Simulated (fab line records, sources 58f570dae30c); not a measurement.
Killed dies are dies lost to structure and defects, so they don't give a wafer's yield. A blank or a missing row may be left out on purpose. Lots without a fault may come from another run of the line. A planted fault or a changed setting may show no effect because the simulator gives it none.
Problem report in the 8D (eight disciplines) form, filled by code | flow berkeley_cmos170 | the parts of the form that need people (team, actions taken, sign-off) are left out

1. THE PROBLEM
run_length_s at UCB170_M1_METAL_ETCH_12 reads a mean of 153.4 s on 3 wafers of 2 lots; wafers without a fault read 158.4 s with a standard deviation of 0.5. That is -9.9 standard deviations from the usual mean.
The step: etches Al in Cl2/BCl3, stops on PSG, target depth 780 nm, time 130 s.
First seen on wafer L630.1, day 8 20:35, on rie_metal-02. The record holds 18 wafers of 6 lots with a number at this step. Rule for "out", or "out of limits": more than 4 standard deviations from the usual mean. The other wafers with a number count as sound.

2. WHAT IT IS AND WHAT IT IS NOT
question                    | is                     | is not
which readings at this step | run_length_s           | drypump_motor_current_A, he_backside_leak_sccm, throttle_valve_pct
which lots                  | L630, L633             | L622, L624, L638, L640
which wafers of those lots  | L630.1, L630.3, L633.2 | L630.5, L633.1, L633.4
read on which tools         | rie_metal-02           | rie_metal-03
when                        | from day 8 20:35       | up to then (7 sound wafers); but 8 sound wafers of L633, L638, L640 came after

3. SUSPECTS, AND WHAT RULES EACH OUT
Counting: a tool at a process step up to the reading stays a suspect if it ran every lot that is out. Sound lots after the first of them don't rule it out here, since some wafers of a struck lot are sound.
- pvd_sputter-03 at UCB170_M1_SPUTTER_00 (material Al, target thk 600 nm, time 80 s): kept. It ran every lot that is out, first L630 (day 8 19:05); its last sound lot up to then is L622 (day 6 22:57).
- rie_diel-02 at UCB170_M1_ETCH_11 (etches BARC in N2/H2): kept. It ran every lot that is out, first L630 (day 8 20:32).
- rie_metal-02 at UCB170_M1_METAL_ETCH_12 (etches Al in Cl2/BCl3, stops on PSG, target depth 780 nm, time 130 s): kept. It ran every lot that is out, first L630 (day 8 20:35); its last sound lot up to then is L622 (day 7 01:02). Its own readings are out on those wafers: run_length_s.
- Within rie_metal-02 at UCB170_M1_METAL_ETCH_12: the wafers that are out ran in chamber 1; their sound lot-mates ran in chamber 0.
Left after counting: pvd_sputter-03 at UCB170_M1_SPUTTER_00, rie_diel-02 at UCB170_M1_ETCH_11, rie_metal-02 at UCB170_M1_METAL_ETCH_12.

4. THE CAUSE (what the simulator had put in)
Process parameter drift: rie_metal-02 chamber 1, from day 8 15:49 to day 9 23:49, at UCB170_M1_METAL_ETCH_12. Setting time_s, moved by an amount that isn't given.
Counting left 3 suspects, and this tool is among them.

5. THE CHAIN OF EFFECTS, in route order
Each row: a reading whose mean over the struck wafers that have a number lies more than 3 standard deviations from the usual. Only readings for which the record gives a usual standard deviation are gone through. hours: the time from each lot's start at the first step in this table that gives one to its start at this step, as a median over the lots. sigmas: the change in usual standard deviations.
hours | step                    | reading      | usual   | on struck wafers | change | sigmas
0     | UCB170_M1_METAL_ETCH_12 | run_length_s | 158.4 s | 153.4            | -5.0   | -9.9
The process steps in it:
- UCB170_M1_METAL_ETCH_12: etches Al in Cl2/BCl3, stops on PSG, target depth 780 nm, time 130 s.

6. WHAT WOULD HAVE CAUGHT IT SOONER
In this record the first reading out of limits was taken at day 8 20:35, 5 hours after the fault began at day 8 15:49.
